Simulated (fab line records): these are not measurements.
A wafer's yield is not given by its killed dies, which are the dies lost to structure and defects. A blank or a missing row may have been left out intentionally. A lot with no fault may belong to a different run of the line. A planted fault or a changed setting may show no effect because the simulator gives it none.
One fault through the eyes of 2 desks + flow berkeley-cmos170 + only its own numbers are on each desk; what lay behind them is given at the end

== THE METROLOGY DESK ==
Lot by lot, what the gauges showed, no matter which tool ran the lot: averages of those sampled wafers that carry a number. Marked OUT: a lot whose mean sits more than 4 standard deviations from the usual mean, which makes it out of limits; the brackets give that distance.
Columns: A = NLDD_TW at UCB170_NLDD_TW_MEAS_11, usual 2205; B = NLDD_RS at UCB170_SDANNEAL_RS_MEAS_05, usual 616.2 ohm/sq
| lot  | first seen here | A               | B               |
|------|-----------------|-----------------|-----------------|
| L590 | day 6 14:06     | 2185            | 614.9           |
| L591 | day 6 20:08     | 2177            | 615.0           |
| L593 | day 7 13:14     | 2219            | 616.4           |
| L594 | day 7 13:19     | 2178            | 616.3           |
| L599 | day 8 10:22     | 2334 (+5.4) OUT | 539.6 (-51) OUT |
| L598 | day 8 11:02     | 2213            | 614.5           |
| L603 | day 9 00:04     | 2294            | 540.7 (-50) OUT |
| L601 | day 9 00:22     | 2358 (+6.4) OUT | 540.2 (-51) OUT |
| L607 | day 9 15:47     | 2181            | 618.2           |
| L604 | day 9 16:27     | 2182            | 616.6           |
| L605 | day 9 16:47     | 2179            | 617.3           |
| L606 | day 9 17:06     | 2231            | 618.2           |
| L608 | day 10 05:00    | 2224            | 616.5           |
| L610 | day 10 17:53    | 2231            | 614.1           |
| L612 | day 10 18:50    | 2235            | 615.5           |
This desk finds L599, L601, L603 out of limits, with the earliest case on L599 at day 8 10:22 (NLDD_TW at UCB170_NLDD_TW_MEAS_11). L590, L591, L593, L594, L598, L607, L604, L605, L606, L608, L610, L612: within limits.

== TOOL OWNER'S DESK, implanter-04 ==
UCB170_NLDD_IMPLANT_08, tool's own readings: per-lot mean of the sampled wafers with a number, covering each lot this tool ran. Marked OUT: a lot whose mean sits more than 4 standard deviations from the usual mean, which makes it out of limits; the brackets give that distance.
Columns: A = beam-on-s at UCB170_NLDD_IMPLANT_08, usual 10.01 s; B = faraday-current-uA at UCB170_NLDD_IMPLANT_08, usual 159; C = rotation-deg at UCB170_NLDD_IMPLANT_08, usual -0.004 degrees
| lot  | first seen here | A               | B             | C      |
|------|-----------------|-----------------|---------------|--------|
| L591 | day 6 19:45     | 10.06           | 157           | -0.004 |
| L593 | day 7 12:50     | 10.07           | 158           | 0.005  |
| L599 | day 8 09:58     | 14.01 (+19) OUT | 113 (-14) OUT | -0.023 |
| L603 | day 8 23:42     | 14.25 (+20) OUT | 111 (-14) OUT | -0.020 |
| L601 | day 8 23:58     | 13.89 (+18) OUT | 114 (-14) OUT | 0.000  |
This desk finds L599, L601, L603 out of limits, L599 being first, at day 8 09:58 (beam-on-s at UCB170_NLDD_IMPLANT_08). L591, L593: within limits.

== ALL TOGETHER ==
The tool owner's desk could have raised an alarm at day 8 09:58, on L599, L601, L603.
L599, L601, L603 would have let the metrology desk raise an alarm at day 8 10:22.
Of the lots named, all ran UCB170_NLDD_IMPLANT_08 on implanter-04.

== WHAT HAD BEEN PUT IN BY THE SIMULATOR ==
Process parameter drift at UCB170_NLDD_IMPLANT_08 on implanter-04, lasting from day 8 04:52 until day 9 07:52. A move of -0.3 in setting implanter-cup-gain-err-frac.
Lots struck among those shown: L599, L601, L603.
Hours from the fault's start to each desk's first reading out of limits: the tool owner's desk, 5; the metrology desk, 5.
